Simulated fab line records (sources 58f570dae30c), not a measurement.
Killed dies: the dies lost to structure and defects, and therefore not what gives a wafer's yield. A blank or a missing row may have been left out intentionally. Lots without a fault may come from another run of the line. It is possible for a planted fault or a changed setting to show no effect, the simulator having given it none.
A lot that was struck, set against a sound lot    flow berkeleyCmos170    15 out of 331 route steps
Sound: the wafers L973.1, L973.2, L973.4. Wafers struck: L981.1, L981.2, L981.6. The cause is given at the end.
Each step with rows lists, per side, the tool, then ch with its chambers, then its first start. Under that, the readings that differ: sound wafers    struck wafers    difference of the means    sigmas: that difference in standard deviations of wafers without a fault.
alike: readings whose means differ by less than 2 such deviations, and words and numbers that are the same on both sides. not compared: withheld readings, readings that some wafer has no value for, bounds like >300 that may hide the same value, and numbers for which the record gives no deviation and whose values overlap.
A row with sigmas, a row that says differs or no value, or rows on one side alone: a step with any of these is where the two part. Numbers that don't overlap but have no deviation are shown without sigmas and don't part them. A reading missing from all wafers of one side parts the sides only when that side holds two or more wafers.

UCB170_PFIELD_OVL_MEAS_06:
  sound: overlay-02 at day 4 03:53; struck: overlay-02 at day 6 04:40
  alike: PFIELD_OVL
then, 1 step without rows for these wafers: UCB170_PFIELD_IMPLANT_07.
UCB170_PFIELD_STRIP_08: strips in O2.
  sound on plasmaAsher-01 ch 0,1, day 4 04:05; struck on plasmaAsher-02 ch 0,1, day 6 04:51
  alike: drypumpMotorCurrentA, oesProductAu, stripTimeToEndpointS
  not compared: rfHoursCounterH
UCB170_PFIELD_TW_MEAS_09:
  sound: filmMetro-02 at day 4 04:11; struck: filmMetro-02 at day 6 04:57
  alike: PFIELD_TW
then, 2 steps without rows for these wafers: UCB170_FIELD_CLEAN_00 (cleans in dHF, time 7.5 s); UCB170_FIELD_OXIDATION_01 (target thk 558.3 nm, ox time 7200 s).
UCB170_FIELD_THK_MEAS_02:
  sound: filmMetro-03 at day 4 09:08; struck: filmMetro-04 at day 6 09:29
  alike: FIELD_OXIDE_THK
then, 4 steps without rows for these wafers: UCB170_FIELD_ANNEAL_03 (time 1200 s); UCB170_FIELD_WET_ETCH_04 (etches SiO2 in dHF, time 60 s); UCB170_FIELD_WET_ETCH_05 (etches Si3N4 in H3PO4, time 12600 s); UCB170_FIELD_WET_ETCH_06 (etches SiO2 in BOE, time 22 s).
UCB170_FIELD_THK_MEAS_90:
  sound: filmMetro-03 at day 4 17:16; struck: filmMetro-01 at day 6 16:55
  alike: FIELD_OXIDE_LEFT_1_THK
UCB170_SACOX_CLEAN_00: cleans in dHF, time 7.5 s.
  sound on wetBench-01 ch 3, day 4 17:20; struck on wetBench-04 ch 0, day 6 16:58
reading    sound        struck  difference                     sigmas
timeS (s)  7.5 7.5 7.5  - - -   no value on the struck wafers  
then, 1 step without rows for these wafers: UCB170_SACOX_OXIDATION_01 (target thk 14.4 nm, ox time 2481 s).
UCB170_M3_PROBE_99:
  sound wafers here have rows in the record (prober-02, day 7 18:04); struck ones have none

## WHERE THEY PART
At UCB170_SACOX_CLEAN_00 first; at UCB170_M3_PROBE_99 last (within this record only).

WHY: the cause the simulator had injected
Step skipped in full: wetBench-04, at UCB170_SACOX_CLEAN_00, from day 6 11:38 onward. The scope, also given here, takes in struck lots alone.
